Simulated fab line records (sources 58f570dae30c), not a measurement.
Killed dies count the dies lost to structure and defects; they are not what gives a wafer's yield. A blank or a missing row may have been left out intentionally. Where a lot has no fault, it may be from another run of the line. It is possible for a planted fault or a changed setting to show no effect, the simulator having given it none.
Split-lot trial | flow berkeleyCmos170 | 14 wafers read from 5 lots, route of 331 steps

## THE SPLIT
At UCB170_M3_COAT_10 (resist thk 900 nm), the setting spinRpm was moved away from the recipe's 1500 rpm on 4 of the 14 wafers read, by -4.9% to +4.1%. For the rest of the wafers, this setting stayed at what the recipe calls for.

The split's own step is where the reading is taken.

## THE READING
KrF_of_M3_COAT_10.thkNm (the simulator's own value, which no gauge read), in nm, at UCB170_M3_COAT_10 (resist thk 900 nm). There is no usual value for it anywhere in the file. Here, 10 wafers ran the recipe; their average is 900.6 nm with a standard deviation of 2.6 nm.

wafer  | tool, chamber at the split | spinRpm as run, rpm | against the recipe | KrF_of_M3_COAT_10.thkNm, nm | against lot-mates on the recipe
L075.1 | lithoTrack-01, 0           | 1500                | recipe             | 900.3                       | -
L075.2 | lithoTrack-01, 0           | 1560                | +4.0%              | 884.3                       | -16.0
L075.4 | lithoTrack-01, 0           | 1560                | +4.0%              | 881.5                       | -18.8
L076.1 | lithoTrack-01, 0           | 1500                | recipe             | 905.7                       | -
L076.3 | lithoTrack-01, 0           | 1427                | -4.9%              | 922.7                       | +19.2
L076.5 | lithoTrack-01, 0           | 1500                | recipe             | 901.3                       | -
L079.1 | lithoTrack-03, 0           | 1500                | recipe             | 904.3                       | -
L079.6 | lithoTrack-03, 0           | 1561                | +4.1%              | 880.7                       | -23.6
L080.1 | lithoTrack-02, 0           | 1500                | recipe             | 901.9                       | -
L080.4 | lithoTrack-02, 0           | 1500                | recipe             | 900.1                       | -
L080.6 | lithoTrack-02, 0           | 1500                | recipe             | 898.7                       | -
L084.1 | lithoTrack-02, 0           | 1500                | recipe             | 898.7                       | -
L084.2 | lithoTrack-02, 0           | 1500                | recipe             | 898.4                       | -
L084.3 | lithoTrack-02, 0           | 1500                | recipe             | 897.1                       | -

THE FIT
A straight line over all 14 wafers: KrF_of_M3_COAT_10.thkNm changes by -4.57 nm for each +1% of spinRpm; r = -0.98; the points scatter about the line by 2.5 nm.
The same after taking each lot's own level away (the mean of its wafers on the recipe; 14 wafers): -4.5 nm for each +1%; r = -0.98; scatter 2.1 nm.
On that fit, the largest move of spinRpm shifts the reading by 22 nm.
The span of the lots' own levels, 898.07 to 904.30 nm, comes to 2.4 times the standard deviation stated above.
Consequently the slope shifts little with the lot-to-lot level, the two slopes agreeing.
Check: for one of the wafers moved furthest among these (-4.9%), held out of the fit, the line's prediction against its lot-mates is +23.6 nm. It came out at +19.2 nm against them.

## THE OTHER SPLITS THESE WAFERS WENT THROUGH
Before the reading, these wafers also passed through other splits. Each is held against what the fit with the lots' levels taken away leaves over:
other split on the same wafers | wafers away from the commonest value | r with KrF_of_M3_COAT_10.thkNm (lot level and that fit taken away)
UCB170_V2_CVD_00 timeS         | 2                                    | -0.05
UCB170_M3_SPUTTER_01 timeS     | 0                                    | -

## FILE'S OWN FIT
KrF_of_M3_COAT_10.thkNm changes by -4.51 nm for each +1% of spinRpm, r = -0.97.
